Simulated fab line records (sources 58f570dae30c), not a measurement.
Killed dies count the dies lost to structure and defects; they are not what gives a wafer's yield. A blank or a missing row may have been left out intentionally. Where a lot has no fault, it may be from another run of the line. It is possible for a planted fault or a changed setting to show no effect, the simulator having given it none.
Which tool is to blame? | flow berkeley_cmos170 | 42 wafers from 14 lots sampled at 6 of the route's 331 steps

WHAT THE GAUGES READ, wafer by wafer
UCB170_PWELL_THK_MEAS_06.
lot  | measured    | on            | PWELL_NITRIDE_THK (nm)
L111 | day 3 06:22 | film_metro-01 | 225.3 223.4 222.4
L113 | day 3 21:25 | film_metro-02 | 222.8 221.3 223.4
L114 | day 3 21:25 | film_metro-03 | 223.1 224.2 223.2
L117 | day 4 06:15 | film_metro-01 | 217.4 217.5 217.9
L119 | day 5 05:15 | film_metro-01 | 219.4 220.3 219.4
L123 | day 6 00:25 | film_metro-03 | 218.0 219.1 219.5
L124 | day 6 07:17 | film_metro-01 | 221.1 220.2 219.0
L125 | day 6 07:18 | film_metro-03 | 221.8 221.6 220.2
L127 | day 6 12:25 | film_metro-02 | 219.2 218.3 218.5
L126 | day 6 12:26 | film_metro-03 | 221.6 222.9 223.8
L130 | day 7 01:17 | film_metro-01 | 219.3 218.2 218.7
L131 | day 7 09:23 | film_metro-03 | 219.4 218.8 220.0
L133 | day 7 20:50 | film_metro-03 | 219.3 219.3 218.4
L134 | day 7 20:50 | film_metro-02 | 218.7 216.9 216.5

UCB170_SACOX_THK_MEAS_02.
lot  | measured     | on            | SACOX_OXIDE_THK (nm)
L111 | day 5 21:34  | film_metro-04 | 14.45 14.48 14.49
L113 | day 6 09:45  | film_metro-04 | 15.15 15.18 14.90
L114 | day 6 09:47  | film_metro-03 | 14.78 14.61 14.65
L117 | day 6 17:37  | film_metro-01 | 14.80 14.83 14.90
L119 | day 7 15:35  | film_metro-04 | 14.69 14.79 14.82
L123 | day 8 14:02  | film_metro-03 | 14.70 14.70 14.49
L124 | day 8 23:59  | film_metro-01 | 14.38 14.58 14.24
L125 | day 9 00:01  | film_metro-04 | 14.45 14.57 14.16
L127 | day 9 00:02  | film_metro-03 | 14.15 14.21 14.37
L126 | day 9 00:03  | film_metro-01 | 13.79 14.07 13.99
L130 | day 9 12:10  | film_metro-04 | 14.80 14.94 14.67
L131 | day 9 12:06  | film_metro-01 | 14.15 14.28 14.15
L133 | day 10 09:01 | film_metro-01 | 14.18 14.06 14.05
L134 | day 10 08:58 | film_metro-04 | 14.45 14.52 14.26

UCB170_GATE_CD_MEAS_90: target cd 350 nm.
lot  | measured     | on        | cd_nm (nm)
L111 | day 7 00:03  | cd_sem-02 | 351.5 351.8 352.9
L113 | day 7 14:19  | cd_sem-01 | 349.3 348.4 347.5
L114 | day 7 14:03  | cd_sem-01 | 350.3 350.5 350.9
L117 | day 8 00:53  | cd_sem-02 | 350.1 351.1 349.8
L119 | day 8 21:07  | cd_sem-02 | 350.7 351.6 352.0
L123 | day 9 13:20  | cd_sem-02 | 351.0 350.3 349.8
L124 | day 10 03:29 | cd_sem-01 | - - -
L125 | day 10 03:38 | cd_sem-01 | - - -
L127 | day 10 03:49 | cd_sem-01 | 350.9 350.5 352.0
L126 | day 10 04:06 | cd_sem-01 | 349.8 349.6 348.1
L130 | day 10 16:05 | cd_sem-01 | 350.7 348.8 350.5
L131 | day 10 15:20 | cd_sem-01 | 350.5 352.0 350.4
L133 | day 11 14:56 | cd_sem-02 | 351.3 350.5 348.5
L134 | day 11 14:16 | cd_sem-01 | 351.2 351.2 350.5

UCB170_PLDD_OVL_MEAS_07.
lot  | measured     | on         | PLDD_OVL (nm)
L111 | day 7 01:31  | overlay-01 | -1 -5 -5
L113 | day 7 16:56  | overlay-02 | -4 2 5
L114 | day 7 16:40  | overlay-02 | 5 -2 5
L117 | day 8 02:14  | overlay-02 | 5 1 4
L119 | day 8 22:38  | overlay-01 | -2 11 -2
L123 | day 9 15:27  | overlay-01 | -8 1 -6
L127 | day 10 05:58 | overlay-01 | -9 -14 -11
L126 | day 10 06:15 | overlay-01 | -2 -15 -6
L130 | day 10 17:20 | overlay-02 | -9 -4 0
L131 | day 10 16:50 | overlay-02 | 0 7 1
L133 | day 11 18:07 | overlay-02 | -15 -13 -11
L134 | day 11 17:41 | overlay-02 | 2 -9 -9

WHAT TOOL EACH LOT RAN ON (gives the tool, then ch and the chambers of the sampled wafers, and finally the start)
lot  | UCB170_GATE_ETCH_14                | UCB170_GATE_ETCH_15
L111 | rie_diel-01 ch 1,2, day 6 23:49    | rie_si-02 ch 0,2,3, day 6 23:51
L113 | rie_diel-04 ch 0,1,2, day 7 14:04  | rie_si-01 ch 1,2,3, day 7 14:07
L114 | rie_diel-01 ch 2,3, day 7 13:48    | rie_si-02 ch 1,2,3, day 7 13:50
L117 | rie_diel-01 ch 2,3, day 8 00:32    | rie_si-02 ch 1,2, day 8 00:35
L119 | rie_diel-04 ch 0,3, day 8 20:52    | rie_si-01 ch 0,2,3, day 8 20:54
L123 | rie_diel-01 ch 2,3, day 9 13:09    | rie_si-02 ch 1,2,3, day 9 13:11
L124 | rie_diel-03 ch 0,1, day 10 03:16   | rie_si-02 ch 0,1, day 10 03:19
L125 | rie_diel-01 ch 1,2,3, day 10 03:25 | rie_si-01 ch 0,1,3, day 10 03:26
L127 | rie_diel-04 ch 1,2,3, day 10 03:38 | rie_si-02 ch 1,2,3, day 10 03:40
L126 | rie_diel-03 ch 1,3, day 10 03:53   | rie_si-01 ch 0,2,3, day 10 03:56
L130 | rie_diel-03 ch 1,3, day 10 15:23   | rie_si-01 ch 1,2,3, day 10 15:26
L131 | rie_diel-04 ch 2,3, day 10 14:59   | rie_si-02 ch 0,1,2, day 10 15:02
L133 | rie_diel-03 ch 1,3, day 11 14:39   | rie_si-01 ch 0,1,3, day 11 14:42
L134 | rie_diel-04 ch 0,3, day 11 14:01   | rie_si-01 ch 0,1,2, day 11 14:04
- UCB170_GATE_ETCH_14: etches BARC in N2/H2.
- UCB170_GATE_ETCH_15: etches poly-Si in HBr/Cl2, stops on SiO2, time 56.3 s, target depth 278.2 nm.

WHAT THE TOOLS THEMSELVES READ (means of the sampled wafers that have a number; where no wafer has one, the mark that the record gives instead)
UCB170_GATE_ETCH_14.
lot  | tool        | bias_w (W) | chamber_pressure_mTorr (mTorr) | drypump_motor_current_A (A) | oes_product_au (a.u.) | throttle_valve_pct (%)
L111 | rie_diel-01 | 100.00     | 29.98                          | 6.0                         | 1.022                 | 13.34
L113 | rie_diel-04 | 100.17     | 30.00                          | 5.9                         | 1.008                 | 13.31
L114 | rie_diel-01 | 99.93      | 30.01                          | 6.0                         | 1.001                 | 13.36
L117 | rie_diel-01 | 99.99      | 30.02                          | 6.0                         | 1.006                 | 13.36
L119 | rie_diel-04 | 100.12     | 29.98                          | 5.8                         | 1.005                 | 13.14
L123 | rie_diel-01 | 99.96      | 30.01                          | 5.8                         | 0.997                 | 13.40
L124 | rie_diel-03 | -          | -                              | -                           | -                     | -
L125 | rie_diel-01 | -          | -                              | -                           | -                     | -
L127 | rie_diel-04 | 99.69      | 29.99                          | 5.9                         | 1.004                 | 13.21
L126 | rie_diel-03 | 100.13     | 30.02                          | 5.8                         | 1.019                 | 13.37
L130 | rie_diel-03 | 99.68      | 29.99                          | 5.8                         | 1.008                 | 13.36
L131 | rie_diel-04 | 100.09     | 30.01                          | 6.0                         | 1.009                 | 13.15
L133 | rie_diel-03 | 100.14     | 30.02                          | 6.1                         | 1.021                 | 13.36
L134 | rie_diel-04 | 100.22     | 30.01                          | 5.8                         | 0.995                 | 13.12

UCB170_GATE_ETCH_15.
lot  | tool      | HBr_flow_sccm (sccm) | bias_w (W) | drypump_motor_current_A (A) | oes_product_au (a.u.) | throttle_valve_pct (%)
L111 | rie_si-02 | 150.1                | 149.4      | 6.0                         | 0.829                 | 26.56
L113 | rie_si-01 | 150.0                | 149.9      | 5.8                         | 0.823                 | 26.52
L114 | rie_si-02 | 150.2                | 150.4      | 5.7                         | 0.816                 | 26.52
L117 | rie_si-02 | 150.1                | 150.0      | 5.9                         | 0.836                 | 26.51
L119 | rie_si-01 | 150.6                | 149.8      | 6.0                         | 0.820                 | 26.60
L123 | rie_si-02 | 150.2                | 150.1      | 5.7                         | 0.825                 | 26.50
L124 | rie_si-02 | 149.9                | 150.2      | 6.1                         | 0.276                 | 26.35
L125 | rie_si-01 | 150.3                | 149.9      | 5.9                         | 0.266                 | 26.56
L127 | rie_si-02 | 149.8                | 150.1      | 5.7                         | 0.813                 | 26.50
L126 | rie_si-01 | 150.1                | 149.9      | 6.0                         | 0.814                 | 26.60
L130 | rie_si-01 | 150.1                | 150.2      | 5.9                         | 0.819                 | 26.51
L131 | rie_si-02 | 150.0                | 150.3      | 6.2                         | 0.828                 | 26.46
L133 | rie_si-01 | 149.9                | 149.6      | 6.0                         | 0.826                 | 26.55
L134 | rie_si-01 | 149.7                | 149.9      | 5.9                         | 0.811                 | 26.62

THE ANSWER, worked out from the rows above alone
Rule: what is usual is taken from the lots themselves. Put in order of their means at a reading, lots are off if they are a third of the lots or fewer, leave a main group of 4 or more, and stand apart from it by a gap of 3 or more times the standard deviation of the main group's means; of several such gaps the widest counts. A main group whose means are all the same, to the digits that the tables above print for the reading, isn't used. A lot without any number at a reading at which 4 lots or more have one is off too. All remaining lots with rows at the step are treated as sound. First the gauges in route order, then the tools' own readings, where a lot's mean is used as printed above. The first step at which some lot is off is used, and at that step the reading that is off furthest; a lot without a number counts as furthest.
Off: L124, L125, at UCB170_GATE_CD_MEAS_90 (cd_nm). Without a number there: L124, L125. The main group has a mean of 350.5 nm with a standard deviation of 0.95.
If a tool, at a process step before that reading, ran all the lots that are off and no sound lot after the first of them, it fits. Not tried: the gauges at UCB170_GATE_CD_MEAS_90; whatever is off there is also off at UCB170_GATE_ETCH_14, on other tools, and gauge error can't account for it. No candidate that was tried fits.

WHAT HAD BEEN PUT IN BY THE SIMULATOR
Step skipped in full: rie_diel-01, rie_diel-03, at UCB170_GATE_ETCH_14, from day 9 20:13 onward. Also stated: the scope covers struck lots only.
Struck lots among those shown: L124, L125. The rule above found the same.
